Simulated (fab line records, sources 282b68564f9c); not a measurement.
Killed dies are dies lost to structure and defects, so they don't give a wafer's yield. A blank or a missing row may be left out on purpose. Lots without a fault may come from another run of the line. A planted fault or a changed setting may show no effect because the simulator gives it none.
Problem report in the 8D (eight disciplines) form, filled by code | flow rit_cmos | the parts of the form that need people (team, actions taken, sign-off) are left out

1. THE PROBLEM
exposure_dose_mJ_cm2 at RIT_CONTACT_EXPOSE_05 reads a mean of 248.53 on 2 wafers of 1 lot; wafers without a fault read 249.87 with a standard deviation of 0.27. That is -5.0 standard deviations from the usual mean.
The step: exposes mask M11, target cd 1000 nm.
First seen on wafer L823.3, day 5 20:26, on iline_stepper-01. The record holds 38 wafers of 13 lots with a number at this step. Rule for "out", or "out of limits": more than 4 standard deviations from the usual mean. The other wafers with a number count as sound.

2. WHAT IT IS AND WHAT IT IS NOT
question                    | is                     | is not
which readings at this step | exposure_dose_mJ_cm2   | -
which lots                  | L823                   | L811, L812, L815, L816, L817, L818, L820, L821, L825, L830, L832, L833
which wafers of those lots  | all that have a number | -
read on which tools         | iline_stepper-01       | iline_stepper-02
when                        | from day 5 20:26       | up to then (24 sound wafers); but 12 sound wafers of L825, L830, L832, L833 came after

3. SUSPECTS, AND WHAT RULES EACH OUT
Counting: a tool at a process step up to the reading stays a suspect if it ran every lot that is out and no sound lot after the first of them.
- plasma_asher-01 at RIT_NWELL_STRIP_09 (strips in O2, time 180 s): ruled out as a lasting fault. Sound lots L830, L832, L833 ran on it after its first lot that is out, L823 (day 4 10:11).
- rtp_anneal-01 at RIT_SILICIDE_RTA_06 (time 10 s, ramp up 5 s, ramp down 10 s): ruled out as a lasting fault. Sound lots L825, L833 ran on it after its first lot that is out, L823 (day 5 19:47).
- iline_stepper-01 at RIT_CONTACT_EXPOSE_05 (exposes mask M11, target cd 1000 nm): kept. It ran the lot that is out, L823 (day 5 20:26), and no sound lot after that; its last sound lot up to then is L821 (day 5 11:14). Its own readings are out on those wafers: exposure_dose_mJ_cm2.
Left after counting: iline_stepper-01 at RIT_CONTACT_EXPOSE_05.

4. THE CAUSE (what the simulator had put in)
Process parameter drift: iline_stepper-01, from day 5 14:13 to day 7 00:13, at RIT_CONTACT_EXPOSE_05. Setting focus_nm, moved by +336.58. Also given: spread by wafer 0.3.
Counting left only this tool.

5. THE CHAIN OF EFFECTS, in route order
Each row: a reading whose mean over the struck wafers that have a number lies more than 3 standard deviations from the usual. Only readings for which the record gives a usual standard deviation are gone through. hours: the time from each lot's start at the first step in this table that gives one to its start at this step, as a median over the lots. sigmas: the change in usual standard deviations.
hours | step                  | reading              | usual  | on struck wafers | change | sigmas
0     | RIT_CONTACT_EXPOSE_05 | exposure_dose_mJ_cm2 | 249.87 | 248.53           | -1.34  | -5.0
The process steps in it:
- RIT_CONTACT_EXPOSE_05: exposes mask M11, target cd 1000 nm.

6. WHAT WOULD HAVE CAUGHT IT SOONER
In this record the first reading out of limits was taken at day 5 20:26, 6 hours after the fault began at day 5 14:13.
